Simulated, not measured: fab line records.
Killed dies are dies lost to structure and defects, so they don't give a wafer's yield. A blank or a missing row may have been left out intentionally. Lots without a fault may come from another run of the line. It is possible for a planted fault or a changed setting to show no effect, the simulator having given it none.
Which tool did it? ; flow berkeleyCmos170 ; 21 wafers from 7 lots sampled at 3 of the route's 331 steps

## WHAT EACH GAUGE READ, for each wafer
UCB170_M2_CD_MEAS_90 targets a cd of 700 nm.
lot;measured;on;cdNm (nm)
L663;day 8 05:01;cdSem-02;696 701 698
L667;day 9 07:23;cdSem-01;695 704 695
L671;day 9 19:45;cdSem-01;- - -
L670;day 9 22:19;cdSem-02;704 696 699
L677;day 11 23:55;cdSem-02;698 696 696
L680;day 12 09:04;cdSem-02;696 697 695
L683;day 12 18:11;cdSem-01;698 702 700

## TOOL THAT RAN EACH LOT (tool first, then ch and the chambers of the sampled wafers, then the start)
lot;UCB170_M2_ETCH_17;UCB170_M2_METAL_ETCH_18
L663;rieDiel-01 ch 1,2, day 8 04:40;rieMetal-01 ch 0,1, day 8 04:42
L667;rieDiel-02 ch 1,2,3, day 9 07:01;rieMetal-04 ch 0,1, day 9 07:07
L671;rieDiel-04 ch 0,2,3, day 9 19:24;rieMetal-04 ch 0,1, day 9 19:26
L670;rieDiel-02 ch 0,1,3, day 9 21:59;rieMetal-04 ch 0,1, day 9 22:01
L677;rieDiel-02 ch 0,1,2, day 11 23:34;rieMetal-03 ch 1, day 11 23:37
L680;rieDiel-01 ch 1,2, day 12 08:42;rieMetal-01 ch 0,1, day 12 08:45
L683;rieDiel-04 ch 0,1,3, day 12 17:51;rieMetal-04 ch 0,1, day 12 17:53
- UCB170_M2_ETCH_17: etches BARC in N2/H2.
- UCB170_M2_METAL_ETCH_18: etches Al in Cl2/BCl3, stops on SiO2, target depth 1170 nm, time 195 s.

## THE ANSWER, worked out from the rows above alone
Rule: what is usual is taken from the lots themselves. The widest of any qualifying gaps counts: lots, ordered by their means at a reading, are off when they make up no more than a third of the lots, leave a main group of 4 or more, and stand apart from it by 3 or more times the standard deviation of that group's means. The tables above print the reading to a certain number of digits; a main group whose means all agree to those digits is not used. Also off: a lot with no number at a reading for which 4 or more lots have one. The other lots that the step has rows for count as sound.
Off, at UCB170_M2_CD_MEAS_90 on cdNm: L671. Without a number there: L671. The main group has a mean of 698 nm with a standard deviation of 1.4.
A tool fits if, at a process step before that reading, it ran every lot that is off, and no sound lot after the first of them. The gauges at UCB170_M2_CD_MEAS_90 are tried like those tools. No candidate that was tried fits.

## WHAT THE SIMULATOR HAD INSERTED
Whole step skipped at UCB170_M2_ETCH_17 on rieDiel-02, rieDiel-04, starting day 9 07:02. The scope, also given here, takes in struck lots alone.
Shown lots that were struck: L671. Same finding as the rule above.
